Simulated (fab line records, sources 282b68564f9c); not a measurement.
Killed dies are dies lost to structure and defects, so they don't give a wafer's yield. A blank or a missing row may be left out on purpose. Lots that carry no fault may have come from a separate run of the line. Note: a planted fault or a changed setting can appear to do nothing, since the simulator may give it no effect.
fab line records	flow rit-cmos	part 1 of 2: steps 1 to 33 of 45
[record] lots = 5	wafers = 15	last-day = 7
route steps=202 shown PSD@144 SDANNEAL@153 NSD@158 PLDD@159 NLDD@160 SILICIDE@161 CONTACT@168 M1@184
lots with no fault: from the same line, run without faults
start-h: hours from the record's opening day to when the first of the lot's shown wafers began	wait-h: hours since the lot's step before	" identical to the entry in the row above	L1.1+2: several wafers, shown together as one row	- no value present, or no start provided	* or withheld: withheld	< > ~ a bound
route shown NAME@n: a module of which the file shows steps, and the number in the route of the first	usual: mean/standard deviation of fault-free wafers	same: alike in all rows	chamber/n: place in a boat	sites: the reading at each site	_std_site: the standard deviation of these	_edge_site: the outer-site mean with the inner-site mean subtracted	radius-mm: for every site, how far away it sits from the centre of the wafer	mask NAME#n: copy n	behind: the last tool/chamber to shape the wafer	hold: the reason the lot was held/the length of the hold in hours/how it ended	device: the transistor (n, p or np) that didn't switch	end of line: the same wafers' tests at the end of the route	step lacking rows: just its recipe	killed: count of dies lost to structure and defects at first sort (not the wafer's yield)	map: the dies of a wafer, with x for killed, . for not killed, _ for no die there
set.NAME: setting as actually run; set.NAME@STEP: the setting as run at that earlier step	model.NAME: the simulator's own value behind a step, which no gauge read
a table for each step, a row for each wafer; lots at some steps of the route
services: a tool's chamber out of use, with start hour (start-h, from the record's first day; less than 0 if before it), hours out, and reason
[[steps]]
[step RIT_PSD_SOFTBAKE_02]
[recipe] resist = NOVOLAK	temp-c = 90	time-s = 60
lot.wafer	tool	chamber	start-h	wait-h
L078.1+2+5	litho-track-01	0	72.71	0.1
L083.4+5+6	litho-track-01	0	103.21	0.1
L090.2+5+6	litho-track-02	0	132.68	0.1
L093.1+2+5	litho-track-02	0	146.09	0.1
L094.3+5+6	litho-track-02	0	153.04	0.1
[step RIT_PSD_EXPOSE_03]
[recipe] mask-id = M10	na = 0.57	target-cd-nm = 40900	dose-mj = 250
lot.wafer	tool	chamber	start-h	wait-h	mask
L078.1+2+5	iline-stepper-02	0	72.86	0.1	M10#0
L083.4+5+6	iline-stepper-02	0	103.47	0.2	M10#0
L090.2+5+6	iline-stepper-01	0	132.95	0.2	M10#0
L093.1+2+5	iline-stepper-02	0	146.37	0.2	M10#0
L094.3+5+6	iline-stepper-01	0	153.30	0.2	M10#0
[step RIT_PSD_PEB_04]
[recipe] resist = NOVOLAK	temp-c = withheld	time-s = withheld
lot.wafer	tool	chamber	start-h	wait-h
L078.1+2+5	litho-track-02	0	72.98	0.1
L083.4+5+6	litho-track-01	0	103.60	0.1
L090.2+5+6	litho-track-02	0	133.07	0.1
L093.1+2+5	litho-track-02	0	146.49	0.1
L094.3+5+6	litho-track-02	0	153.47	0.1
[step RIT_PSD_DEVELOP_05]
[recipe] resist = NOVOLAK	develop-time-s = 50	dev-temp-c = 23
lot.wafer	tool	chamber	start-h	wait-h
L078.1+2+5	litho-track-02	0	-	-
L083.4+5+6	litho-track-01	0	-	-
L090.2+5+6	litho-track-02	0	-	-
L093.1+2+5	litho-track-02	0	-	-
L094.3+5+6	litho-track-02	0	-	-
[step RIT_PSD_OVL_MEAS_06]
[usual] PSD_OVL = -0.2/1.4
lot.wafer	tool	chamber	start-h	wait-h	PSD_OVL[nm]
L078.1	overlay-02	-	73.26	-	0.0
L078.2	"	-	"	"	0.0
L078.5	"	-	"	"	0.4
L083.4	overlay-02	-	103.83	-	-1.1
L083.5	"	-	"	"	-1.9
L083.6	"	-	"	"	0.2
L090.2	overlay-02	-	133.33	-	-1.7
L090.5	"	-	"	"	-1.9
L090.6	"	-	"	"	0.3
L093.1	overlay-01	-	146.77	-	3.6
L093.2	"	-	"	"	1.8
L093.5	"	-	"	"	1.7
L094.3	overlay-01	-	153.71	-	0.0
L094.5	"	-	"	"	1.3
L094.6	"	-	"	"	0.9
[step RIT_PSD_HARDBAKE_07]
[recipe] resist = NOVOLAK	temp-c = 140	time-s = 60
lot.wafer	tool	chamber	start-h	wait-h
L078.1+2+5	litho-track-02	0	73.30	0.0
L083.4+5+6	litho-track-01	0	103.92	0.1
L090.2+5+6	litho-track-01	0	133.39	0.0
L093.1+2+5	litho-track-01	0	147.16	0.4
L094.3+5+6	litho-track-02	0	153.79	0.1
[step RIT_PSD_IMPLANT_08]
[recipe] species = BF2	energy-kev = 27	dose-cm2 = 5e+15	tilt-deg = 7
[usual] beam-energy-keV = 27.001/0.008	dose-ions-cm2 = 5e+15/5.4e+12
lot.wafer	tool	chamber	start-h	wait-h	beam-energy-keV	dose-ions-cm2
L078.1	implanter-03	0	73.45	0.1	27.009	5.005e+15
L078.2	"	0	"	"	26.999	5.009e+15
L078.5	"	0	"	"	26.998	5.002e+15
L083.4	implanter-01	0	104.07	0.1	27.009	4.987e+15
L083.5	"	0	"	"	26.998	5.004e+15
L083.6	"	0	"	"	27.015	5.002e+15
L090.2	implanter-03	0	133.54	0.1	27.000	4.997e+15
L090.5	"	0	"	"	27.014	5.008e+15
L090.6	"	0	"	"	27.003	5.013e+15
L093.1	implanter-02	0	147.31	0.1	26.997	5e+15
L093.2	"	0	"	"	26.998	5e+15
L093.5	"	0	"	"	26.991	4.998e+15
L094.3	implanter-02	0	153.94	0.1	26.990	4.993e+15
L094.5	"	0	"	"	27.000	5.003e+15
L094.6	"	0	"	"	27.025	5.001e+15
[step RIT_PSD_STRIP_09]
[recipe] chemistry = O2	time-s = 180	resist = NOVOLAK	platen-temp-c = withheld	power-w = 500	pressure-mtorr = 4000	o2-flow-sccm = 4000
[usual] drypump-motor-current-A = 5.4/0.5
lot.wafer	tool	chamber	start-h	wait-h	drypump-motor-current-A	rf-hours-counter-h
L078.1	plasma-asher-03	0	73.60	0.1	5.7	43
L078.2	"	1	"	"	5.5	43
L078.5	"	0	"	"	5.7	-
L083.4	plasma-asher-03	0	104.20	0.1	5.7	-
L083.5	"	0	"	"	5.7	-
L083.6	"	1	"	"	5.5	-
L090.2	plasma-asher-02	1	133.66	0.1	6.0	2
L090.5	"	0	"	"	5.0	-
L090.6	"	1	"	"	6.0	-
L093.1	plasma-asher-01	1	147.46	0.1	5.9	52
L093.2	"	0	"	"	4.6	52
L093.5	"	1	"	"	6.0	-
L094.3	plasma-asher-02	0	154.10	0.1	5.0	-
L094.5	"	0	"	"	5.0	-
L094.6	"	1	"	"	6.0	-
[step RIT_PSD_TW_MEAS_10]
[usual] PSD_TW = 3362/32
lot.wafer	tool	chamber	start-h	wait-h	PSD_TW
L078.1	film-metro-02	-	73.78	0.1	3343
L078.2	"	-	"	"	3335
L078.5	"	-	"	"	3356
L083.4	film-metro-04	-	104.35	0.1	3419
L083.5	"	-	"	"	3410
L083.6	"	-	"	"	3432
L090.2	film-metro-02	-	133.85	0.1	3376
L090.5	"	-	"	"	3373
L090.6	"	-	"	"	3377
L093.1	film-metro-03	-	147.64	0.1	3321
L093.2	"	-	"	"	3310
L093.5	"	-	"	"	3330
L094.3	film-metro-04	-	154.23	0.1	3415
L094.5	"	-	"	"	3424
L094.6	"	-	"	"	3410
[step RIT_SDANNEAL_CLEAN_00]
[recipe] chemistry = SC1	mix = 3:3:50	time-s = 600	temp-c = 75
lot.wafer	tool	chamber	start-h	wait-h
L078.1+2+5	wet-bench-03	3	73.84	0.1
L083.4+5+6	wet-bench-01	1	104.38	0.0
L090.2+5+6	wet-bench-02	0	133.90	0.0
L093.1+2+5	wet-bench-02	1	147.70	0.1
L094.3+5+6	wet-bench-02	1	154.27	0.0
[step RIT_SDANNEAL_CLEAN_01]
[recipe] chemistry = dHF	dilution = 50:1	time-s = 30
lot.wafer	tool	chamber	start-h	wait-h
L078.1+2+5	wet-bench-01	2	74.01	0.0
L083.4+5+6	wet-bench-03	1	104.56	0.0
L090.2+5+6	wet-bench-03	2	134.09	0.0
L093.1+2+5	wet-bench-03	0	147.89	0.0
L094.3+5+6	wet-bench-02	2	154.46	0.0
[step RIT_SDANNEAL_CLEAN_02]
[recipe] chemistry = SC2	mix = 3:3:50	time-s = 600	temp-c = 75	dry = n2-spin
lot.wafer	tool	chamber	start-h	wait-h
L078.1+2+5	wet-bench-02	3	74.03	0.0
L083.4+5+6	wet-bench-02	2	104.57	0.0
L090.2+5+6	wet-bench-02	1	134.11	0.0
L093.1+2+5	wet-bench-02	3	147.90	0.0
L094.3+5+6	wet-bench-02	2	154.48	0.0
[step RIT_SDANNEAL_RTA_03]
[recipe] temp-c = 1050	time-s = 5	idle-temp-c = 600	ramp-up-c-per-s = 342	ramp-down-c-per-s = 171	cool-to-c = 600	ambient = N2
[usual] wafer_temp_C_max = 1053.5/1.2
lot.wafer	tool	chamber	start-h	wait-h	wafer_temp_C_max
L078.1	rtp-anneal-02	0	74.22	0.0	1052.3
L078.2	"	0	"	"	1057.0
L078.5	"	0	"	"	1054.8
L083.4	rtp-anneal-01	0	104.84	0.1	1055.6
L083.5	"	0	"	"	1053.3
L083.6	"	0	"	"	1052.7
L090.2	rtp-anneal-02	0	134.31	0.0	1051.7
L090.5	"	0	"	"	1054.6
L090.6	"	0	"	"	1053.5
L093.1	rtp-anneal-01	0	148.10	0.0	1053.0
L093.2	"	0	"	"	1053.5
L093.5	"	0	"	"	1052.2
L094.3	rtp-anneal-02	0	154.69	0.0	1055.6
L094.5	"	0	"	"	1053.8
L094.6	"	0	"	"	1052.4
[step RIT_SDANNEAL_RS_MEAS_04]
[recipe] thk-meas-gauge = four-point-probe
[usual] PSD_RS = 116.0/0.32
lot.wafer	tool	chamber	start-h	wait-h	PSD_RS[ohm/sq]
L078.1	film-metro-02	-	74.28	0.0	116.1
L078.2	"	-	"	"	116.1
L078.5	"	-	"	"	116.2
L083.4	film-metro-04	-	104.96	0.1	115.5
L083.5	"	-	"	"	115.6
L083.6	"	-	"	"	115.5
L090.2	film-metro-02	-	134.38	0.1	116.5
L090.5	"	-	"	"	116.3
L090.6	"	-	"	"	116.4
L093.1	film-metro-02	-	148.15	0.0	116.1
L093.2	"	-	"	"	115.6
L093.5	"	-	"	"	115.5
L094.3	film-metro-04	-	154.77	0.1	115.8
L094.5	"	-	"	"	116.1
L094.6	"	-	"	"	116.0
[step RIT_SDANNEAL_RS_MEAS_05]
[recipe] thk-meas-gauge = four-point-probe
[usual] NSD_RS = 84.6/0.32
lot.wafer	tool	chamber	start-h	wait-h	NSD_RS[ohm/sq]
L078.1	film-metro-02	-	74.40	0.1	84.9
L078.2	"	-	"	"	84.5
L078.5	"	-	"	"	84.8
L083.4	film-metro-04	-	105.08	0.1	84.7
L083.5	"	-	"	"	84.8
L083.6	"	-	"	"	85.1
L090.2	film-metro-02	-	134.50	0.1	85.0
L090.5	"	-	"	"	85.0
L090.6	"	-	"	"	84.8
L093.1	film-metro-02	-	148.27	0.1	85.0
L093.2	"	-	"	"	84.7
L093.5	"	-	"	"	85.0
L094.3	film-metro-04	-	154.89	0.1	84.2
L094.5	"	-	"	"	84.2
L094.6	"	-	"	"	84.5
[step RIT_SDANNEAL_RS_MEAS_06]
[recipe] thk-meas-gauge = four-point-probe
[usual] PLDD_RS = 178.8/0.47
lot.wafer	tool	chamber	start-h	wait-h	PLDD_RS[ohm/sq]
L078.1	film-metro-02	-	74.52	0.1	179.0
L078.2	"	-	"	"	179.3
L078.5	"	-	"	"	179.0
L083.4	film-metro-04	-	105.20	0.1	177.9
L083.5	"	-	"	"	178.1
L083.6	"	-	"	"	178.4
L090.2	film-metro-02	-	134.62	0.1	178.8
L090.5	"	-	"	"	179.3
L090.6	"	-	"	"	179.2
L093.1	film-metro-02	-	148.39	0.1	178.4
L093.2	"	-	"	"	178.9
L093.5	"	-	"	"	178.0
L094.3	film-metro-04	-	155.01	0.1	178.5
L094.5	"	-	"	"	178.6
L094.6	"	-	"	"	178.3
[step RIT_SDANNEAL_RS_MEAS_07]
[recipe] thk-meas-gauge = four-point-probe
[usual] NLDD_RS = 151.7/0.53
lot.wafer	tool	chamber	start-h	wait-h	NLDD_RS[ohm/sq]
L078.1	film-metro-02	-	74.64	0.1	151.6
L078.2	"	-	"	"	151.6
L078.5	"	-	"	"	150.7
L083.4	film-metro-04	-	105.32	0.1	152.4
L083.5	"	-	"	"	152.0
L083.6	"	-	"	"	152.0
L090.2	film-metro-02	-	134.74	0.1	152.4
L090.5	"	-	"	"	152.1
L090.6	"	-	"	"	152.1
L093.1	film-metro-02	-	148.51	0.1	151.5
L093.2	"	-	"	"	151.4
L093.5	"	-	"	"	151.1
L094.3	film-metro-04	-	155.13	0.1	151.8
L094.5	"	-	"	"	151.2
L094.6	"	-	"	"	151.6
[step RIT_SILICIDE_WET_ETCH_00]
[recipe] chemistry = BOE	target = SiO2	target-depth-nm = 14	time-s = 15	dry = n2-spin	dilution = 10:1	temp-c = 21.5
lot.wafer	tool	chamber	start-h	wait-h
L078.1+2+5	wet-bench-03	3	74.76	0.1
L083.4+5+6	wet-bench-04	2	105.38	0.0
L090.2+5+6	wet-bench-04	3	134.84	0.1
L093.1+2+5	wet-bench-04	3	148.63	0.1
L094.3+5+6	wet-bench-04	1	155.21	0.1
[step RIT_SILICIDE_SPUTTER_01]
[recipe] material = Ti	target-thk-nm = 30	power-w = 350	chamber-pressure-pa = 0.667	gas = Ar	time-s = 240	substrate-temp-c = 25
[usual] throttle-valve-pct = 29.8/1
lot.wafer	tool	chamber	start-h	wait-h	throttle-valve-pct
L078.1	pvd-sputter-03	-	74.77	0.0	31.4
L078.2	"	-	"	"	29.4
L078.5	"	-	"	"	31.3
L083.4	pvd-sputter-04	-	105.39	0.0	29.6
L083.5	"	-	"	"	28.3
L083.6	"	-	"	"	29.5
L090.2	pvd-sputter-03	-	134.85	0.0	29.0
L090.5	"	-	"	"	31.4
L090.6	"	-	"	"	28.9
L093.1	pvd-sputter-04	-	148.65	0.0	28.4
L093.2	"	-	"	"	30.4
L093.5	"	-	"	"	28.4
L094.3	pvd-sputter-01	-	155.22	0.0	29.7
L094.5	"	-	"	"	29.8
L094.6	"	-	"	"	32.1
[step RIT_SILICIDE_RS_MEAS_02]
[recipe] thk-meas-gauge = four-point-probe	reads = Ti_of_SILICIDE_SPUTTER_01
[usual] SILICIDE_TI_RS = 47.8/0.72
lot.wafer	tool	chamber	start-h	wait-h	SILICIDE_TI_RS[ohm/sq]
L078.1	film-metro-01	-	74.92	0.1	47.3
L078.2	"	-	"	"	48.4
L078.5	"	-	"	"	47.3
L083.4	film-metro-03	-	105.60	0.1	48.2
L083.5	"	-	"	"	47.6
L083.6	"	-	"	"	48.2
L090.2	film-metro-03	-	135.02	0.1	48.5
L090.5	"	-	"	"	48.5
L090.6	"	-	"	"	48.3
L093.1	film-metro-02	-	148.80	0.1	45.5
L093.2	"	-	"	"	47.3
L093.5	"	-	"	"	45.9
L094.3	film-metro-03	-	155.41	0.1	46.6
L094.5	"	-	"	"	47.2
L094.6	"	-	"	"	47.7
[step RIT_SILICIDE_THK_MEAS_03]
[recipe] thk-meas-gauge = xrf	reads = Ti_of_SILICIDE_SPUTTER_01
[usual] SILICIDE_TI_THK = 30.1/0.39
lot.wafer	tool	chamber	start-h	wait-h	SILICIDE_TI_THK[nm]
L078.1	film-metro-01	-	75.04	0.1	30.2
L078.2	"	-	"	"	29.6
L078.5	"	-	"	"	30.1
L083.4	film-metro-03	-	105.69	0.1	30.1
L083.5	"	-	"	"	30.2
L083.6	"	-	"	"	30.0
L090.2	film-metro-03	-	135.13	0.1	29.6
L090.5	"	-	"	"	29.7
L090.6	"	-	"	"	29.9
L093.1	film-metro-02	-	148.92	0.1	31.1
L093.2	"	-	"	"	30.4
L093.5	"	-	"	"	31.2
L094.3	film-metro-03	-	155.51	0.1	30.9
L094.5	"	-	"	"	30.6
L094.6	"	-	"	"	30.3
[step RIT_SILICIDE_RTA_04]
[recipe] temp-c = 650	time-s = 10	idle-temp-c = 25	ramp-up-s = 5	ramp-down-s = 5	cool-to-c = 25	ambient = N2
[usual] wafer_temp_C_max = 653.3/0.87
lot.wafer	tool	chamber	start-h	wait-h	wafer_temp_C_max
L078.1	rtp-anneal-01	0	75.10	0.1	652.7
L078.2	"	0	"	"	652.7
L078.5	"	0	"	"	653.4
L083.4	rtp-anneal-02	0	105.75	0.1	654.5
L083.5	"	0	"	"	654.7
L083.6	"	0	"	"	654.2
L090.2	rtp-anneal-01	0	135.19	0.1	651.7
L090.5	"	0	"	"	653.6
L090.6	"	0	"	"	653.3
L093.1	rtp-anneal-02	0	148.98	0.1	654.0
L093.2	"	0	"	"	653.9
L093.5	"	0	"	"	653.9
L094.3	rtp-anneal-01	0	155.58	0.1	652.2
L094.5	"	0	"	"	652.7
L094.6	"	0	"	"	652.2
[step RIT_SILICIDE_WET_ETCH_05]
[recipe] chemistry = SPM	target = Ti	temp-c = 90	time-s = 120	dry = n2-spin
lot.wafer	tool	chamber	start-h	wait-h
L078.1+2+5	wet-bench-03	1	75.17	0.1
L083.4+5+6	wet-bench-04	0	105.79	0.0
L090.2+5+6	wet-bench-04	0	135.24	0.0
L093.1+2+5	wet-bench-04	2	149.04	0.1
L094.3+5+6	wet-bench-03	1	155.62	0.0
[step RIT_SILICIDE_RTA_06]
[recipe] temp-c = 750	time-s = 10	idle-temp-c = 25	ramp-up-s = 5	ramp-down-s = 10	cool-to-c = 25	ambient = N2
[usual] wafer_temp_C_max = 753.8/1.1
lot.wafer	tool	chamber	start-h	wait-h	wafer_temp_C_max
L078.1	rtp-anneal-02	0	75.21	0.0	754.8
L078.2	"	0	"	"	752.8
L078.5	"	0	"	"	754.0
L083.4	rtp-anneal-01	0	105.89	0.1	752.4
L083.5	"	0	"	"	754.0
L083.6	"	0	"	"	753.6
L090.2	rtp-anneal-02	0	135.30	0.0	754.7
L090.5	"	0	"	"	753.5
L090.6	"	0	"	"	754.6
L093.1	rtp-anneal-01	0	149.09	0.0	755.0
L093.2	"	0	"	"	753.0
L093.5	"	0	"	"	753.0
L094.3	rtp-anneal-02	0	155.68	0.0	756.1
L094.5	"	0	"	"	754.9
L094.6	"	0	"	"	755.6
[step RIT_CONTACT_CVD_00]
[recipe] material = SiO2	target-thk-nm = 400	precursor = TEOS	temp-c = 390	time-s = 61	rf-w = 400
[usual] heater-power-w = 310/32
lot.wafer	tool	chamber	start-h	wait-h	heater-power-w
L078.1	pecvd-01	2	75.27	0.1	284
L078.2	"	1	"	"	268
L078.5	"	0	"	"	269
L083.4	pecvd-02	0	105.99	0.1	339
L083.5	"	1	"	"	320
L083.6	"	2	"	"	274
L090.2	pecvd-01	2	135.35	0.0	332
L090.5	"	2	"	"	352
L090.6	"	1	"	"	276
L093.1	pecvd-01	1	149.16	0.1	318
L093.2	"	0	"	"	292
L093.5	"	0	"	"	308
L094.3	pecvd-03	2	155.73	0.0	286
L094.5	"	2	"	"	308
L094.6	"	1	"	"	336
[step RIT_CONTACT_THK_MEAS_01]
[recipe] reads = SiO2_of_CONTACT_CVD_00
[usual] CONTACT_TEOS_THK = 403/6.3
lot.wafer	tool	chamber	start-h	wait-h	CONTACT_TEOS_THK[nm]
L078.1	film-metro-04	-	75.32	0.0	388
L078.2	"	-	"	"	400
L078.5	"	-	"	"	401
L083.4	film-metro-01	-	106.04	0.0	399
L083.5	"	-	"	"	401
L083.6	"	-	"	"	397
L090.2	film-metro-02	-	135.41	0.0	406
L090.5	"	-	"	"	413
L090.6	"	-	"	"	407
L093.1	film-metro-01	-	149.21	0.0	398
L093.2	"	-	"	"	395
L093.5	"	-	"	"	402
L094.3	film-metro-01	-	155.80	0.0	412
L094.5	"	-	"	"	413
L094.6	"	-	"	"	417
[step RIT_CONTACT_HMDS_02]
[recipe] prime-time-s = 60	prime-temp-c = 140
lot.wafer	tool	chamber	start-h	wait-h
L078.1+2+5	litho-track-01	0	75.38	0.1
L083.4+5+6	litho-track-02	0	106.15	0.1
L090.2+5+6	litho-track-02	0	135.49	0.1
L093.1+2+5	litho-track-01	0	149.27	0.1
L094.3+5+6	litho-track-04	0	155.89	0.1
[step RIT_CONTACT_COAT_03]
[recipe] resist = NOVOLAK	spin-rpm = 3250	resist-thk-nm = 1000
lot.wafer	tool	chamber	start-h	wait-h
L078.1+2+5	litho-track-01	0	75.53	0.1
L083.4+5+6	litho-track-02	0	106.30	0.1
L090.2+5+6	litho-track-02	0	135.64	0.1
L093.1+2+5	litho-track-01	0	149.42	0.1
L094.3+5+6	litho-track-04	0	156.04	0.1
[step RIT_CONTACT_SOFTBAKE_04]
[recipe] resist = NOVOLAK	temp-c = 90	time-s = 60
lot.wafer	tool	chamber	start-h	wait-h
L078.1+2+5	litho-track-01	0	75.68	0.1
L083.4+5+6	litho-track-02	0	106.45	0.1
L090.2+5+6	litho-track-02	0	135.79	0.1
L093.1+2+5	litho-track-01	0	149.57	0.1
L094.3+5+6	litho-track-04	0	156.19	0.1
[step RIT_CONTACT_EXPOSE_05]
[recipe] mask-id = M11	na = 0.6	source-shape = conventional	sigma-outer = 0.5	target-cd-nm = 1000	dose-mj = 250
lot.wafer	tool	chamber	start-h	wait-h	mask
L078.1+2+5	iline-stepper-02	0	75.83	0.1	M11#0
L083.4+5+6	iline-stepper-01	0	106.58	0.1	M11#0
L090.2+5+6	iline-stepper-01	0	135.93	0.1	M11#0
L093.1+2+5	iline-stepper-01	0	149.84	0.2	M11#0
L094.3+5+6	iline-stepper-01	0	156.33	0.1	M11#0
[step RIT_CONTACT_PEB_06]
[recipe] resist = NOVOLAK	temp-c = withheld	time-s = withheld
lot.wafer	tool	chamber	start-h	wait-h
L078.1+2+5	litho-track-02	0	75.95	0.1
L083.4+5+6	litho-track-04	0	106.77	0.2
L090.2+5+6	litho-track-01	0	136.05	0.1
L093.1+2+5	litho-track-01	0	149.96	0.1
L094.3+5+6	litho-track-01	0	156.46	0.1
[step RIT_CONTACT_DEVELOP_07]
[recipe] resist = NOVOLAK	develop-time-s = 120	dev-temp-c = 23
lot.wafer	tool	chamber	start-h	wait-h
L078.1+2+5	litho-track-02	0	-	-
L083.4+5+6	litho-track-04	0	-	-
L090.2+5+6	litho-track-01	0	-	-
L093.1+2+5	litho-track-01	0	-	-
L094.3+5+6	litho-track-01	0	-	-
[step RIT_CONTACT_CD_MEAS_08]
[recipe] target-cd-nm = 1000
[usual] cd-nm = 1000.4/2.6
lot.wafer	tool	chamber	start-h	wait-h	cd-nm
L078.1	cd-sem-01	-	76.35	-	1001.0
L078.2	"	-	"	"	1002.9
L078.5	"	-	"	"	1001.0
L083.4	cd-sem-01	-	107.16	-	1001.7
L083.5	"	-	"	"	1000.7
L083.6	"	-	"	"	998.8
L090.2	cd-sem-01	-	136.45	-	999.2
L090.5	"	-	"	"	997.3
L090.6	"	-	"	"	999.2
L093.1	cd-sem-01	-	150.36	-	1004.0
L093.2	"	-	"	"	1001.3
L093.5	"	-	"	"	1004.4
L094.3	cd-sem-01	-	156.85	-	997.8
L094.5	"	-	"	"	999.6
L094.6	"	-	"	"	998.1
